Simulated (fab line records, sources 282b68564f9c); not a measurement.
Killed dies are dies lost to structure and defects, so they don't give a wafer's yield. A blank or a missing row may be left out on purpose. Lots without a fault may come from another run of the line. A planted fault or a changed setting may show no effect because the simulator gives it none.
Which tool did it? | flow rit_cmos | 15 lots, 45 wafers sampled, at 2 steps of a route of 202

WHAT THE GAUGES READ, wafer by wafer
RIT_FOX1_THK_MEAS_01. Usual: FOX1_OXIDE_THK 345 nm, standard deviation 5.8.
lot  | measured    | on            | FOX1_OXIDE_THK (nm) | flag
L122 | day 1 19:23 | film_metro-03 | 340 338 344         |
L123 | day 1 23:30 | film_metro-03 | 347 349 343         |
L124 | day 2 03:52 | film_metro-02 | 340 333 338         |
L125 | day 2 10:11 | film_metro-04 | 344 346 342         |
L126 | day 2 13:37 | film_metro-02 | 345 350 340         |
L127 | day 2 20:33 | film_metro-03 | 350 347 345         |
L128 | day 3 02:29 | film_metro-03 | 523 528 522         | OFF
L131 | day 3 18:52 | film_metro-04 | 517 516 529         | OFF
L132 | day 3 19:20 | film_metro-03 | 339 347 339         |
L137 | day 5 03:51 | film_metro-02 | 507 510 509         | OFF
L138 | day 5 06:23 | film_metro-02 | 346 345 355         |
L140 | day 5 19:04 | film_metro-02 | 348 348 354         |
L143 | day 6 03:32 | film_metro-02 | 347 347 347         |
L144 | day 6 14:26 | film_metro-02 | 367 354 357         |
L145 | day 6 14:25 | film_metro-04 | 346 347 353         |

WHICH TOOL RAN EACH LOT (tool, then ch and the chambers of the sampled wafers, then the start)
lot  | RIT_FOX1_OXIDATION_00
L122 | furnace-01 ch 0, day 1 18:04
L123 | furnace-04 ch 0, day 1 22:11
L124 | furnace-01 ch 0, day 2 02:33
L125 | furnace-04 ch 0, day 2 08:51
L126 | furnace-04 ch 0, day 2 12:18
L127 | furnace-04 ch 0, day 2 19:13
L128 | furnace-04 ch 0, day 2 23:41
L131 | furnace-04 ch 0, day 3 15:53 and furnace-03 ch 0, day 3 17:27
L132 | furnace-01 ch 0, day 3 18:01
L137 | furnace-04 ch 0, day 5 00:09
L138 | furnace-03 ch 0, day 5 05:05
L140 | furnace-03 ch 0, day 5 17:44
L143 | furnace-04 ch 0, day 6 02:13
L144 | furnace-01 ch 0, day 6 13:06
L145 | furnace-01 ch 0, day 6 13:06
- RIT_FOX1_OXIDATION_00: target thk 350.7 nm, ox time 1130 s.

WHAT THE TOOLS THEMSELVES READ (means of the sampled wafers that have a number; where no wafer has one, the mark that the record gives instead)
RIT_FOX1_OXIDATION_00. Usual: spike_tc_source_C 1125.7 C, standard deviation 1.7.
lot  | tool                  | spike_tc_source_C (C) | flag
L122 | furnace-01            | 1123.7                |
L123 | furnace-04            | 1124.9                |
L124 | furnace-01            | 1123.3                |
L125 | furnace-04            | 1125.0                |
L126 | furnace-04            | 1125.7                |
L127 | furnace-04            | 1125.5                |
L128 | furnace-04            | 1125.4                |
L131 | furnace-04/furnace-03 | 1126.3                |
L132 | furnace-01            | 1123.8                |
L137 | furnace-04            | 1125.5                |
L138 | furnace-03            | 1127.1                |
L140 | furnace-03            | 1127.7                |
L143 | furnace-04            | 1125.0                |
L144 | furnace-01            | 1123.9                |
L145 | furnace-01            | 1124.4                |

THE ANSWER, worked out from the rows above alone
Rule: a lot is off if the mean of its wafers that have a number lies more than 3 standard deviations from the usual mean. A lot without any number at a reading at which 4 lots or more have one is off too. The other lots that the step has rows for count as sound. The gauges are gone through in route order, then the tools' own readings, and for those a lot's mean is taken as printed above. The first step at which some lot is off is used, and at that step the reading that is off furthest; a lot without a number counts as furthest.
Off: L128, L131, L137, at RIT_FOX1_THK_MEAS_01 (FOX1_OXIDE_THK).
A tool fits if, at a process step before that reading, it ran every lot that is off, and no sound lot after the first of them. The gauges at RIT_FOX1_THK_MEAS_01 are tried like those tools. None of those tried fits.

WHAT THE SIMULATOR HAD PUT IN
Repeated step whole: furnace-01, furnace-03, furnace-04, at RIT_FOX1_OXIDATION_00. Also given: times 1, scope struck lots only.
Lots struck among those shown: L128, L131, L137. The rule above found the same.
